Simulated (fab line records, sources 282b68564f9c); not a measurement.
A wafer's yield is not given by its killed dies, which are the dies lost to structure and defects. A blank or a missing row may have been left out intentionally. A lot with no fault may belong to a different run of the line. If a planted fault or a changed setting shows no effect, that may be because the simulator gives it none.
Lot-split experiment || flow rit-cmos || route with 202 steps; 5 lots, 23 wafers read

## ON THE SPLIT
At RIT_PLDD_SOFTBAKE_02 (time 60 s), the setting temp-c was moved away from the recipe's 90 C on 7 of the 23 wafers read, by -3.0% to +3.1%. All remaining wafers had this setting at the recipe value.

## FROM THE SPLIT TO THE READING: what the file shows between them, 2 steps
- RIT_PLDD_EXPOSE_03: exposes mask M8, target cd 40900 nm
- RIT_PLDD_PEB_04

## THE READING
NOVOLAK_of_PLDD_COAT_01.thk-nm (the simulator's own value, which no gauge read), in nm, at RIT_PLDD_DEVELOP_05 (develop time 50 s). The file gives no usual value for it. Average 996.7 nm, standard deviation 1.5 nm, over the 16 wafers here run with the recipe.

{"wafer": "L079.1", "tool, chamber at the split": "litho-track-04, 0", "temp-c as run, C": 87.28, "against the recipe": "-3.0%", "NOVOLAK_of_PLDD_COAT_01.thk-nm, nm": 1005, "against lot-mates on the recipe": "+7.8"}
{"wafer": "L079.5", "tool, chamber at the split": "litho-track-04, 0", "temp-c as run, C": 87.28, "against the recipe": "-3.0%", "NOVOLAK_of_PLDD_COAT_01.thk-nm, nm": 1005, "against lot-mates on the recipe": "+7.8"}
{"wafer": "L079.3", "tool, chamber at the split": "litho-track-04, 0", "temp-c as run, C": 90, "against the recipe": "recipe", "NOVOLAK_of_PLDD_COAT_01.thk-nm, nm": 996.7, "against lot-mates on the recipe": "-"}
{"wafer": "L079.4", "tool, chamber at the split": "litho-track-04, 0", "temp-c as run, C": 90, "against the recipe": "recipe", "NOVOLAK_of_PLDD_COAT_01.thk-nm, nm": 998.1, "against lot-mates on the recipe": "-"}
{"wafer": "L079.6", "tool, chamber at the split": "litho-track-04, 0", "temp-c as run, C": 90, "against the recipe": "recipe", "NOVOLAK_of_PLDD_COAT_01.thk-nm, nm": 996.9, "against lot-mates on the recipe": "-"}
{"wafer": "L080.1", "tool, chamber at the split": "litho-track-04, 0", "temp-c as run, C": 90, "against the recipe": "recipe", "NOVOLAK_of_PLDD_COAT_01.thk-nm, nm": 998.1, "against lot-mates on the recipe": "-"}
{"wafer": "L080.2", "tool, chamber at the split": "litho-track-04, 0", "temp-c as run, C": 90, "against the recipe": "recipe", "NOVOLAK_of_PLDD_COAT_01.thk-nm, nm": 993.9, "against lot-mates on the recipe": "-"}
{"wafer": "L080.3", "tool, chamber at the split": "litho-track-04, 0", "temp-c as run, C": 90, "against the recipe": "recipe", "NOVOLAK_of_PLDD_COAT_01.thk-nm, nm": 997, "against lot-mates on the recipe": "-"}
{"wafer": "L080.4", "tool, chamber at the split": "litho-track-04, 0", "temp-c as run, C": 90, "against the recipe": "recipe", "NOVOLAK_of_PLDD_COAT_01.thk-nm, nm": 996.7, "against lot-mates on the recipe": "-"}
{"wafer": "L080.5", "tool, chamber at the split": "litho-track-04, 0", "temp-c as run, C": 90, "against the recipe": "recipe", "NOVOLAK_of_PLDD_COAT_01.thk-nm, nm": 997.4, "against lot-mates on the recipe": "-"}
{"wafer": "L081.1", "tool, chamber at the split": "litho-track-04, 0", "temp-c as run, C": 91.77, "against the recipe": "+2.0%", "NOVOLAK_of_PLDD_COAT_01.thk-nm, nm": 995.3, "against lot-mates on the recipe": -3.8}
{"wafer": "L081.2", "tool, chamber at the split": "litho-track-04, 0", "temp-c as run, C": 90, "against the recipe": "recipe", "NOVOLAK_of_PLDD_COAT_01.thk-nm, nm": 998.1, "against lot-mates on the recipe": "-"}
{"wafer": "L081.3", "tool, chamber at the split": "litho-track-04, 0", "temp-c as run, C": 91.77, "against the recipe": "+2.0%", "NOVOLAK_of_PLDD_COAT_01.thk-nm, nm": 994.7, "against lot-mates on the recipe": -4.3}
{"wafer": "L081.4", "tool, chamber at the split": "litho-track-04, 0", "temp-c as run, C": 90, "against the recipe": "recipe", "NOVOLAK_of_PLDD_COAT_01.thk-nm, nm": 1000, "against lot-mates on the recipe": "-"}
{"wafer": "L081.5", "tool, chamber at the split": "litho-track-04, 0", "temp-c as run, C": 91.77, "against the recipe": "+2.0%", "NOVOLAK_of_PLDD_COAT_01.thk-nm, nm": 992.5, "against lot-mates on the recipe": -6.5}
{"wafer": "L084.1", "tool, chamber at the split": "litho-track-04, 0", "temp-c as run, C": 90, "against the recipe": "recipe", "NOVOLAK_of_PLDD_COAT_01.thk-nm, nm": 997, "against lot-mates on the recipe": "-"}
{"wafer": "L084.4", "tool, chamber at the split": "litho-track-04, 0", "temp-c as run, C": 90, "against the recipe": "recipe", "NOVOLAK_of_PLDD_COAT_01.thk-nm, nm": 995.9, "against lot-mates on the recipe": "-"}
{"wafer": "L084.6", "tool, chamber at the split": "litho-track-04, 0", "temp-c as run, C": 90, "against the recipe": "recipe", "NOVOLAK_of_PLDD_COAT_01.thk-nm, nm": 994.1, "against lot-mates on the recipe": "-"}
{"wafer": "L085.2", "tool, chamber at the split": "litho-track-01, 0", "temp-c as run, C": 90, "against the recipe": "recipe", "NOVOLAK_of_PLDD_COAT_01.thk-nm, nm": 997.2, "against lot-mates on the recipe": "-"}
{"wafer": "L085.3", "tool, chamber at the split": "litho-track-01, 0", "temp-c as run, C": 90, "against the recipe": "recipe", "NOVOLAK_of_PLDD_COAT_01.thk-nm, nm": 995, "against lot-mates on the recipe": "-"}
{"wafer": "L085.4", "tool, chamber at the split": "litho-track-01, 0", "temp-c as run, C": 92.83, "against the recipe": "+3.1%", "NOVOLAK_of_PLDD_COAT_01.thk-nm, nm": 989.7, "against lot-mates on the recipe": -6.3}
{"wafer": "L085.5", "tool, chamber at the split": "litho-track-01, 0", "temp-c as run, C": 92.83, "against the recipe": "+3.1%", "NOVOLAK_of_PLDD_COAT_01.thk-nm, nm": 987.3, "against lot-mates on the recipe": -8.7}
{"wafer": "L085.6", "tool, chamber at the split": "litho-track-01, 0", "temp-c as run, C": 90, "against the recipe": "recipe", "NOVOLAK_of_PLDD_COAT_01.thk-nm, nm": 995.8, "against lot-mates on the recipe": "-"}

FIT RESULTS
A straight line over all 23 wafers: NOVOLAK_of_PLDD_COAT_01.thk-nm changes by -2.39 nm for each +1% of temp-c; r = -0.91; the points scatter about the line by 1.7 nm.
The same after taking each lot's own level away (the mean of its wafers on the recipe; 23 wafers): -2.48 nm for each +1%; r = -0.96; scatter 1.1 nm.
That fit puts the effect of the largest move of temp-c on the reading at 7.8 nm.
The span of the lots' own levels, 995.67 to 999.05 nm, comes to 2.2 times the standard deviation stated above.
Hence the lot-to-lot level has little effect on the slope; both slopes agree.
Check: for one of the wafers moved furthest among these (+3.1%), held out of the fit, the line's prediction against its lot-mates is -8.16 nm. Against them it came out at -6.3 nm.

## OTHER SPLITS ON THESE WAFERS
These wafers also went through other splits before the reading. Each is held against what the fit with the lots' levels taken away leaves over:
{"other split on the same wafers": "RIT_NRETRO_COAT_01 resist-thk-nm", "wafers away from the commonest value": 12, "r with NOVOLAK_of_PLDD_COAT_01.thk-nm (lot level and that fit taken away)": "+0.12"}
{"other split on the same wafers": "RIT_PRETRO_HARDBAKE_07 temp-c", "wafers away from the commonest value": 7, "r with NOVOLAK_of_PLDD_COAT_01.thk-nm (lot level and that fit taken away)": -0.27}
{"other split on the same wafers": "RIT_GATE_CVD_08 temp-c", "wafers away from the commonest value": 15, "r with NOVOLAK_of_PLDD_COAT_01.thk-nm (lot level and that fit taken away)": -0.04}
{"other split on the same wafers": "RIT_GATE_SOFTBAKE_12 temp-c", "wafers away from the commonest value": 9, "r with NOVOLAK_of_PLDD_COAT_01.thk-nm (lot level and that fit taken away)": -0.17}
{"other split on the same wafers": "RIT_NLDD_COAT_01 resist-thk-nm", "wafers away from the commonest value": 11, "r with NOVOLAK_of_PLDD_COAT_01.thk-nm (lot level and that fit taken away)": -0.08}
{"other split on the same wafers": "RIT_NLDD_IMPLANT_08 energy-kev", "wafers away from the commonest value": 9, "r with NOVOLAK_of_PLDD_COAT_01.thk-nm (lot level and that fit taken away)": "+0.14"}

## FILE'S OWN FIT
NOVOLAK_of_PLDD_COAT_01.thk-nm changes by -2.44 nm for each +1% of temp-c, r = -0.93.
